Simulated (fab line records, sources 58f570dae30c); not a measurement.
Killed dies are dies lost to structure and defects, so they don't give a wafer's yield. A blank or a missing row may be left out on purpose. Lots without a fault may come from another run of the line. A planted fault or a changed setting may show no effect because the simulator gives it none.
Problem report in the 8D (eight disciplines) form, filled by code | flow berkeley_cmos170 | the parts of the form that need people (team, actions taken, sign-off) are left out

1. THE PROBLEM
oes_product_au at UCB170_M3_ETCH_17 reads a mean of 0.814 a.u. on 6 wafers of 2 lots; wafers without a fault read 1.014 a.u. with a standard deviation of 0.02. That is -10 standard deviations from the usual mean.
The step: etches BARC in N2/H2.
First seen on wafer L278.1, day 11 05:47, on rie_diel-03. The record holds 42 wafers of 14 lots with a number at this step. Rule for "out", or "out of limits": more than 4 standard deviations from the usual mean. The other wafers with a number count as sound.

2. WHAT IT IS AND WHAT IT IS NOT
question                    | is                     | is not
which readings at this step | oes_product_au         | drypump_motor_current_A, throttle_valve_pct
which lots                  | L278, L279             | L265, L266, L267, L268, L269, L270, L271, L272, L273, L281, L282, L288
which wafers of those lots  | all that have a number | -
read on which tools         | rie_diel-03            | rie_diel-01, rie_diel-04
when                        | from day 11 05:47      | up to then (27 sound wafers); but 9 sound wafers of L281, L282, L288 came after

3. SUSPECTS, AND WHAT RULES EACH OUT
Counting: a tool at a process step up to the reading stays a suspect if it ran every lot that is out and no sound lot after the first of them.
- plasma_asher-04 at UCB170_M3_STRIP_07 (strips in O2): ruled out as a lasting fault. Sound lots L282, L281, L288 ran on it after its first lot that is out, L278 (day 11 03:46).
- rie_diel-03 at UCB170_M3_ETCH_17 (etches BARC in N2/H2): kept. It ran every lot that is out, first L278 (day 11 05:47), and no sound lot after that; its last sound lot up to then is L273 (day 10 12:20). Its own readings are out on those wafers: oes_product_au.
Left after counting: rie_diel-03 at UCB170_M3_ETCH_17.

4. THE CAUSE (what the simulator had put in)
Process parameter drift: rie_diel-03, from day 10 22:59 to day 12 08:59, at UCB170_M3_ETCH_17. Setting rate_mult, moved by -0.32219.
Counting left only this tool.

5. THE CHAIN OF EFFECTS, in route order
Each row: a reading whose mean over the struck wafers that have a number lies more than 3 standard deviations from the usual. Only readings for which the record gives a usual standard deviation are gone through. hours: the time from each lot's start at the first step in this table that gives one to its start at this step, as a median over the lots. sigmas: the change in usual standard deviations.
hours | step              | reading        | usual      | on struck wafers | change | sigmas
0     | UCB170_M3_ETCH_17 | oes_product_au | 1.014 a.u. | 0.814            | -0.200 | -10
The process steps in it:
- UCB170_M3_ETCH_17: etches BARC in N2/H2.

6. WHAT WOULD HAVE CAUGHT IT SOONER
In this record the first reading out of limits was taken at day 11 05:47, 7 hours after the fault began at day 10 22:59.
